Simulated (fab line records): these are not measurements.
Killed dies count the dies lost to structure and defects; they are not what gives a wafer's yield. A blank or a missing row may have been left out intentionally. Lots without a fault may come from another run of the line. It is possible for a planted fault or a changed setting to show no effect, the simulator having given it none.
Which tool is to blame? + flow berkeley-cmos170 + Sampling: 14 lots, 42 wafers, 4 of 331 route steps

WHAT THE GAUGES READ, wafer by wafer
UCB170_WELLDRIVE_THK_MEAS_02. Usual: for WELLDRIVE_OXIDE_THK the level is 199 nm and the standard deviation is 3.7.
| lot  | measured    | on            | WELLDRIVE_OXIDE_THK (nm) | flag |
|------|-------------|---------------|--------------------------|------|
| L304 | day 4 04:05 | film-metro-02 | 198 196 200              |      |
| L306 | day 4 04:08 | film-metro-02 | 197 200 197              |      |
| L307 | day 4 04:04 | film-metro-04 | 195 193 193              |      |
| L309 | day 4 16:53 | film-metro-04 | 200 198 199              |      |
| L308 | day 4 16:53 | film-metro-02 | 202 203 202              |      |
| L310 | day 5 02:23 | film-metro-03 | 193 200 194              |      |
| L311 | day 5 12:21 | film-metro-04 | 196 197 199              |      |
| L313 | day 5 19:40 | film-metro-03 | 199 202 200              |      |
| L316 | day 6 15:46 | film-metro-03 | 198 199 196              |      |
| L322 | day 8 00:04 | film-metro-04 | 198 195 198              |      |
| L326 | day 8 23:44 | film-metro-03 | 192 191 194              |      |
| L327 | day 8 14:29 | film-metro-02 | 200 195 197              |      |

UCB170_ACTIVE_CD_MEAS_90 targets a cd of 1200 nm. Usual: cd-nm at 1200.6 nm, with a standard deviation of 1.5.
| lot  | measured    | on        | cd-nm (nm)           | flag |
|------|-------------|-----------|----------------------|------|
| L304 | day 5 02:38 | cd-sem-02 | 1200.5 1199.1 1199.8 |      |
| L306 | day 5 02:52 | cd-sem-01 | 1202.6 1202.6 1202.9 |      |
| L307 | day 5 02:31 | cd-sem-01 | 1199.4 1199.5 1199.3 |      |
| L309 | day 5 18:14 | cd-sem-02 | 1201.4 1202.4 1201.9 |      |
| L308 | day 5 18:29 | cd-sem-01 | 1200.2 1200.6 1199.0 |      |
| L310 | day 6 08:43 | cd-sem-02 | 1202.5 1203.2 1202.0 |      |
| L311 | day 6 17:10 | cd-sem-02 | 1200.0 1200.1 1201.6 |      |
| L313 | day 7 00:46 | cd-sem-02 | 1201.1 1201.0 1201.6 |      |
| L316 | day 7 13:26 | cd-sem-01 | 1200.8 1200.5 1201.2 |      |
| L322 | day 9 06:27 | cd-sem-02 | 1204.0 1201.6 1201.8 |      |
| L326 | day 9 23:51 | cd-sem-02 | 1199.8 1199.2 1199.0 |      |
| L327 | day 9 15:14 | cd-sem-01 | 1201.5 1200.2 1200.1 |      |

TOOL THAT RAN EACH LOT (tool first, then ch and the chambers of the sampled wafers, then the start)
| lot  | UCB170_NWELL_WET_ETCH_18       | UCB170_PWELL_STRIP_16               |
|------|--------------------------------|-------------------------------------|
| L304 | wet-bench-02 ch 0, day 2 17:38 | plasma-asher-04 ch 0,1, day 3 12:25 |
| L306 | wet-bench-02 ch 1, day 2 22:20 | plasma-asher-01 ch 0,1, day 3 15:50 |
| L307 | wet-bench-02 ch 3, day 2 22:20 | plasma-asher-04 ch 0,1, day 3 15:55 |
| L309 | wet-bench-02 ch 2, day 3 08:52 | plasma-asher-01 ch 0,1, day 4 03:53 |
| L308 | wet-bench-03 ch 0, day 3 09:32 | plasma-asher-01 ch 0,1, day 4 04:26 |
| L310 | wet-bench-03 ch 1, day 3 16:14 | plasma-asher-03 ch 0,1, day 4 12:28 |
| L311 | wet-bench-03 ch 1, day 4 00:05 | plasma-asher-03 ch 0,1, day 4 20:33 |
| L313 | wet-bench-03 ch 2, day 4 10:13 | plasma-asher-03 ch 0,1, day 5 06:59 |
| L316 | wet-bench-04 ch 1, day 4 23:50 | plasma-asher-04 ch 0,1, day 6 01:35 |
| L315 | wet-bench-03 ch 3, day 5 01:05 | -                                   |
| L317 | wet-bench-03 ch 3, day 5 08:07 | -                                   |
| L322 | wet-bench-03 ch 0, day 6 15:20 | plasma-asher-04 ch 0,1, day 7 09:44 |
| L326 | wet-bench-02 ch 2, day 7 06:25 | plasma-asher-04 ch 0,1, day 8 05:15 |
| L327 | wet-bench-04 ch 1, day 7 07:27 | plasma-asher-01 ch 0,1, day 8 05:06 |
- UCB170_NWELL_WET_ETCH_18: etches Si3N4 in H3PO4, time 14400 s.
- UCB170_PWELL_STRIP_16: strips in O2.

WHAT THE TOOLS THEMSELVES READ (means of the sampled wafers that have a number; where no wafer has one, the mark that the record gives instead)
UCB170_NWELL_WET_ETCH_18. Usual: bath-guard-temp-C 159.8 C, standard deviation 0.57; bath-heat-duty-pct 27.9 %, standard deviation 2.2.
| lot  | tool         | bath-guard-temp-C (C) | bath-heat-duty-pct (%) | flag |
|------|--------------|-----------------------|------------------------|------|
| L304 | wet-bench-02 | 158.8                 | 28.7                   |      |
| L306 | wet-bench-02 | 160.8                 | 28.7                   |      |
| L307 | wet-bench-02 | 160.4                 | 27.4                   |      |
| L309 | wet-bench-02 | 159.8                 | 26.6                   |      |
| L308 | wet-bench-03 | 160.1                 | 26.4                   |      |
| L310 | wet-bench-03 | 160.0                 | 29.5                   |      |
| L311 | wet-bench-03 | 160.0                 | 29.5                   |      |
| L313 | wet-bench-03 | 159.2                 | 31.4                   |      |
| L316 | wet-bench-04 | 160.0                 | 30.0                   |      |
| L315 | wet-bench-03 | -                     | -                      | OFF  |
| L317 | wet-bench-03 | -                     | -                      | OFF  |
| L322 | wet-bench-03 | 159.5                 | 27.2                   |      |
| L326 | wet-bench-02 | 159.7                 | 26.6                   |      |
| L327 | wet-bench-04 | 160.0                 | 31.1                   |      |

UCB170_PWELL_STRIP_16. Usual: drypump-motor-current-A 5.7 A, standard deviation 0.46; oes-product-au 0.722 a.u., standard deviation 0.0046; strip-time-to-endpoint-s 18.11 s, standard deviation 0.1.
| lot  | tool            | drypump-motor-current-A (A) | oes-product-au (a.u.) | strip-time-to-endpoint-s (s) | flag |
|------|-----------------|-----------------------------|-----------------------|------------------------------|------|
| L304 | plasma-asher-04 | 5.6                         | 0.719                 | 18.08                        |      |
| L306 | plasma-asher-01 | 6.3                         | 0.714                 | 18.11                        |      |
| L307 | plasma-asher-04 | 5.6                         | 0.720                 | 18.17                        |      |
| L309 | plasma-asher-01 | 6.3                         | 0.723                 | 18.10                        |      |
| L308 | plasma-asher-01 | 6.2                         | 0.727                 | 18.05                        |      |
| L310 | plasma-asher-03 | 5.3                         | 0.724                 | 18.10                        |      |
| L311 | plasma-asher-03 | 5.3                         | 0.718                 | 18.06                        |      |
| L313 | plasma-asher-03 | 5.6                         | 0.719                 | 18.14                        |      |
| L316 | plasma-asher-04 | 5.6                         | 0.724                 | 18.12                        |      |
| L322 | plasma-asher-04 | 5.8                         | 0.719                 | 18.04                        |      |
| L326 | plasma-asher-04 | 5.8                         | 0.716                 | 18.12                        |      |
| L327 | plasma-asher-01 | 6.0                         | 0.724                 | 18.08                        |      |

THE ANSWER, worked out from the rows above alone
Rule: take the mean of a lot's wafers that have a number; if it is more than 3 standard deviations from the usual mean, the lot is off. Also off: a lot with no number at a reading for which 4 or more lots have one. The other lots that the step has rows for count as sound. After the gauges, taken in route order, come the tools' own readings; for these a lot's mean is taken, as printed above. The first step at which some lot is off is used, and at that step the reading that is off furthest; a lot without a number counts as furthest.
Off at UCB170_NWELL_WET_ETCH_18 (bath-guard-temp-C): L315, L317. Without a number there: L315, L317.
If a tool, at that step or one of the process steps before it, ran each lot that is off and ran no sound lot following the first of them, it fits. Not one of the candidates tried fits.

WHAT THE SIMULATOR PUT IN
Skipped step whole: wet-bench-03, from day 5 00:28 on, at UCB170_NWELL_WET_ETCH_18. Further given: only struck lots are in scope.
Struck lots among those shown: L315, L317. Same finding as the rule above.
